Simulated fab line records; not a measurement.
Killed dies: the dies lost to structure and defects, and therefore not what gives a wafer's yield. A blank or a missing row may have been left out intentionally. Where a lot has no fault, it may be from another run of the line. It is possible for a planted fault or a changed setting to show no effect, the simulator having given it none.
fab line records | flow ritCmos
record: lots: 14 wafers: 42 lastDay: 8
route steps=202 shown ACTIVE@14 M1@202
lots with no fault: from the same line, run without faults
startH: start of the lot's first displayed wafer, in hours after the record's first day | waitH: time in hours since the lot's previous step | " as in the row above | L1.1+2: several wafers, shown together as one row | - either no value or no given start | * or withheld: withheld | < > ~ a bound
route shown NAME@n: a module of which the file shows steps, and the number in the route of the first | usual: mean/standard deviation taken from wafers without a fault | same: alike in all rows | chamber/n: place in a boat | sites: each site's reading | _std_site: standard deviation across them | _edge_site: the outer-site mean with the inner-site mean subtracted | radiusMm: how far each site lies from the wafer's centre | mask NAME#n: copy n | behind: the most recent tool/chamber to have shaped the wafer | hold: the reason the lot was held/the length of the hold in hours/how it ended | device: the n, p or np transistor that did not switch | end of line: tests run on the same wafers once the route is complete | a step with no rows: only its recipe | killed: count of dies lost to structure and defects at first sort (not the wafer's yield) | map: the dies of a wafer, with x for killed, . for not killed, _ for no die there
set.NAME: the run value of the setting; set.NAME@STEP: its run value at that earlier step | model.NAME: the simulator's own value behind a step, which no gauge read
the route's steps for a sample of lots (tables are steps, rows are wafers)
services: from which hour (startH, from the record's first day; less than 0 if before it) a tool's chamber was out of use, for how many hours, and why
== steps ==
step: RIT_ACTIVE_ETCH_13
recipe: stopOn: SiO2 chemistry: SF6 target: Si3N4 timeS: 210 overEtchFrac: 0.4 SF6_flow_sccm: 200 pressureMtorr: 260 rfW: 125 targetDepthA: 2100
usual: drypumpMotorCurrentA: 5.7/0.43 oesProductAu: 0.832/0.014 rfFwdPowerW: 124.7/0.38 runLengthS: 238.3/0.4 throttleValvePct: 7.49/0.15
columns lot.wafer tool chamber startH waitH drypumpMotorCurrentA oesProductAu rfFwdPowerW rfHoursCounterH runLengthS throttleValvePct
L609.3 rieDiel-01 3 14.98 0.1 4.8 0.821 125.0 145 238.0 7.55
L609.5 " 0 " " 6.1 0.837 125.1 - 238.5 7.73
L609.6 " 3 " " 4.8 0.827 124.6 - 238.0 7.57
L610.1 rieDiel-02 1 22.60 0.1 6.5 0.834 124.6 20 237.6 7.35
L610.3 " 3 " " 5.8 0.848 124.7 136 238.3 7.36
L610.6 " 0 " " 5.6 0.830 123.8 - 238.6 7.64
L611.1 rieDiel-02 2 29.31 0.1 6.0 0.847 125.1 99 238.8 7.69
L611.2 " 0 " " 5.5 0.849 125.0 109 238.6 7.65
L611.5 " 0 " " 5.5 0.844 124.4 - 238.8 7.64
L612.3 rieDiel-01 2 33.46 0.1 5.4 0.851 125.0 2 238.7 7.25
L612.4 " 0 " " 6.1 0.841 125.0 - 238.5 7.72
L612.6 " 2 " " 5.4 0.843 124.6 - 239.2 7.26
L613.2 rieDiel-02 3 35.86 0.1 5.8 0.852 124.6 136 237.7 7.36
L613.5 " 0 " " 5.5 0.842 124.5 - 239.0 7.65
L613.6 " 1 " " 6.5 0.841 123.9 - 237.5 7.36
L614.3 rieDiel-04 0 43.29 0.1 5.7 0.825 124.3 12 238.4 7.33
L614.5 " 0 " " 5.7 0.824 124.1 - 237.7 7.32
L614.6 " 1 " " 6.3 0.799 124.1 - 237.9 7.52
L616.1 rieDiel-04 1 51.52 0.1 6.2 0.805 125.2 128 237.9 7.53
L616.3 " 0 " " 5.7 0.828 125.0 12 237.6 7.32
L616.5 " 2 " " 5.3 0.845 124.7 - 238.4 7.60
L620.2 rieDiel-04 2 70.52 0.1 5.3 0.856 124.8 124 238.2 7.62
L620.3 " 0 " " 5.7 0.824 124.8 12 238.1 7.33
L620.4 " 3 " " 5.6 0.828 124.3 5 238.2 7.36
L621.1 rieDiel-04 3 77.52 0.1 5.5 0.711 124.6 5 301.3 7.37
L621.3 " 1 " " 6.3 0.708 125.3 129 300.7 7.51
L621.5 " 3 " " 5.5 0.726 124.2 - 300.9 7.35
L623.3 rieDiel-04 2 87.03 0.1 5.3 0.738 124.8 125 301.2 7.61
L623.4 " 0 " " 5.7 0.721 124.7 13 300.7 7.32
L623.6 " 2 " " 5.3 0.737 125.5 - 301.3 7.62
L624.1 rieDiel-01 2 93.44 0.1 5.4 0.840 124.9 3 239.0 7.25
L624.3 " 3 " " 4.8 0.842 124.5 147 238.2 7.55
L624.5 " 1 " " 6.2 0.835 125.0 - 238.6 7.64
L626.2 rieDiel-02 3 104.62 0.1 5.8 0.845 124.4 137 238.3 7.34
L626.3 " 2 " " 6.1 0.842 124.5 100 238.6 7.69
L626.5 " 2 " " 6.1 0.849 124.1 - 238.6 7.69
L628.2 rieDiel-02 3 110.37 0.1 5.8 0.852 124.6 137 238.5 7.36
L628.4 " 0 " " 5.5 0.838 124.5 111 238.6 7.65
L628.5 " 0 " " 5.5 0.838 124.4 - 238.6 7.65
L631.1 rieDiel-02 0 130.26 0.1 5.5 0.839 125.0 111 239.3 7.65
L631.2 " 1 " " 6.5 0.839 125.4 22 238.0 7.36
L631.3 " 3 " " 5.7 0.861 124.7 138 238.3 7.35
step: RIT_M1_PROBE_99
usual: killedAtContacts: 0.1/0.28 killedAtFrontEnd: 7.1/2.8 killedDies: 7.1/2.9 killedOpen: 3.4/2 killedShort: 3.6/2.1
same: grossDies: 264 killed_at_M0_to_M3: 0 killed_at_M4_up: 0 killedAtBackSide: 0 killedAtOther: 0
columns lot.wafer tool chamber startH waitH killedAtContacts killedAtFrontEnd killedDies killedOpen killedShort
L611.1 prober-02 - 77.60 0.1 0 10 10 5 5
L611.2 prober-02 - 77.65 0.1 0 15 15 7 8
L611.5 prober-02 - 77.80 0.2 0 13 13 6 7
L616.1 prober-01 - 107.17 0.1 0 9 9 3 6
L616.3 prober-01 - 107.27 0.2 0 8 8 3 3
L616.5 prober-01 - 107.37 0.2 0 3 3 3 0
L620.2 prober-01 - 135.24 0.1 0 9 9 3 6
L620.3 prober-01 - 135.29 0.2 0 8 8 6 2
L620.4 prober-01 - 135.34 0.2 0 6 6 3 3
L623.3 prober-02 - 152.87 0.2 0 7 7 1 5
L624.1 prober-01 - 156.50 0.1 0 6 6 0 6
L624.3 prober-01 - 156.60 0.2 1 7 8 4 4
L624.5 prober-01 - 156.70 0.2 0 7 7 5 2
L626.2 prober-02 - 168.15 0.1 0 12 12 3 9
L626.3 prober-02 - 168.20 0.2 0 7 7 1 6
L626.5 prober-02 - 168.30 0.2 0 10 10 4 6
L628.2 prober-02 - 177.50 0.1 0 11 11 7 4
L628.4 prober-02 - 177.60 0.2 0 9 9 3 6
L628.5 prober-02 - 177.65 0.2 0 11 11 6 5
killed by level:class
L611.1 SPACER:geometricParticle:short=3 SPACER:geometricParticle:open=2 FOX2:geometricParticle:short=1 FOX2:geometricParticle:open=1 REOX:geometricParticle:open=1 REOX:geometricParticle:short=1 SILICIDE:geometricParticle:open=1
L611.2 GATE:geometricParticle:open=5 SILICIDE:geometricParticle:short=4 FOX1:geometricParticle:short=1 FOX2:geometricParticle:short=1 FOX2:geometricParticle:open=1 REOX:geometricParticle:short=1 REOX:geometricParticle:open=1 SPACER:geometricParticle:short=1
L611.5 GATE:geometricParticle:open=4 GATE:geometricParticle:short=3 FOX1:geometricParticle:short=2 REOX:geometricParticle:short=2 FOX1:geometricParticle:open=1 SILICIDE:geometricParticle:open=1
L616.1 GATE:geometricParticle:short=5 GATE:geometricParticle:open=2 REOX:geometricParticle:short=1 REOX:geometricParticle:open=1
L616.3 GATE:geometricParticle:short=3 GATE:geometricParticle:open=2 NWELL:coatMicrobubblePrinted=2 SPACER:geometricParticle:open=1
L616.5 GATE:geometricParticle:open=2 SPACER:geometricParticle:open=1
L620.2 SPACER:geometricParticle:short=3 SILICIDE:geometricParticle:open=2 FOX1:geometricParticle:short=1 REOX:geometricParticle:short=1 REOX:geometricParticle:open=1 SILICIDE:geometricParticle:short=1
L620.3 SPACER:geometricParticle:open=4 FOX1:geometricParticle:open=2 FOX1:geometricParticle:short=1 SPACER:geometricParticle:short=1
L620.4 REOX:geometricParticle:open=2 GATE:geometricParticle:short=1 GATE:geometricParticle:open=1 REOX:geometricParticle:short=1 SPACER:geometricParticle:short=1
L623.3 GATE:geometricParticle:short=2 ACTIVE:geometricParticle:short=1 REOX:geometricParticle:open=1 REOX:geometricParticle:short=1 SILICIDE:geometricParticle:short=1 ACTIVE:areaEtch=1
L624.1 SPACER:geometricParticle:short=2 FOX1:geometricParticle:short=1 FOX2:geometricParticle:short=1 GATE:geometricParticle:short=1 SILICIDE:geometricParticle:short=1
L624.3 GATE:geometricParticle:open=2 SPACER:geometricParticle:short=2 FOX1:geometricParticle:short=1 REOX:geometricParticle:open=1 SILICIDE:geometricParticle:open=1 CONTACT:geometricParticle:short=1
L624.5 GATE:geometricParticle:open=4 FOX1:geometricParticle:short=1 GATE:geometricParticle:short=1 SPACER:geometricParticle:open=1
L626.2 GATE:geometricParticle:short=3 FOX1:geometricParticle:short=2 SPACER:geometricParticle:short=2 FOX1:geometricParticle:open=1 FOX2:geometricParticle:short=1 GATE:geometricParticle:open=1 SPACER:geometricParticle:open=1 SILICIDE:geometricParticle:short=1
L626.3 REOX:geometricParticle:short=2 FOX1:geometricParticle:short=1 FOX2:geometricParticle:short=1 GATE:geometricParticle:open=1 GATE:geometricParticle:short=1 SPACER:geometricParticle:short=1
L626.5 FOX1:geometricParticle:short=2 FOX1:geometricParticle:open=2 GATE:geometricParticle:open=2 ACTIVE:geometricParticle:short=1 FOX2:geometricParticle:short=1 GATE:geometricParticle:short=1 SPACER:geometricParticle:short=1
L628.2 GATE:geometricParticle:open=3 GATE:geometricParticle:short=3 SILICIDE:geometricParticle:open=3 FOX1:geometricParticle:open=1 FOX2:geometricParticle:short=1
L628.4 GATE:geometricParticle:short=4 GATE:geometricParticle:open=3 FOX2:geometricParticle:short=1 SPACER:geometricParticle:short=1
L628.5 GATE:geometricParticle:short=4 GATE:geometricParticle:open=3 SPACER:geometricParticle:open=2 FOX2:geometricParticle:open=1 SILICIDE:geometricParticle:short=1
== services ==
columns tool chamber startH hours kind
rieDiel-01 1 31.07 10.5 repair
rieDiel-02 0 61.71 13.8 repair
rieDiel-01 2 72.70 12.5 repair
rieDiel-01 1 72.79 3.0 repair
rieDiel-04 - 91.95 0.8 repair
rieDiel-02 2 118.60 12.6 repair
rieDiel-02 - 122.05 0.5 repair
rieDiel-01 - 129.44 4.3 pm
== key ==
firstSign: step: RIT_ACTIVE_ETCH_13 reading: runLengthS direction: up sigmas: 99+ usual: * struck: *
effect: step: RIT_ACTIVE_ETCH_13 reading: oesProductAu direction: down sigmas: 7.8 usual: 0.832 struck: 0.723
metAt RIT_ACTIVE_ETCH_13
struckLots L621,L623
testerLeftOut L621,L623
onsetBetween 70.52 77.52
fault: kind: processParameterDrift tool: rieDiel-04 chamber: - onsetH: 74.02 steps: RIT_ACTIVE_ETCH_13 channel: timeS offset: * shape: step endH: 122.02 actsIn: * stated: *
testerLeftOut: of these lots the tester's yield and bins aren't shown, on N5 and GAA mostly nor the transistor test; their killed dies are dies lost to structure and defects alone, not to doping, threshold or leakage, so they don't give the yield
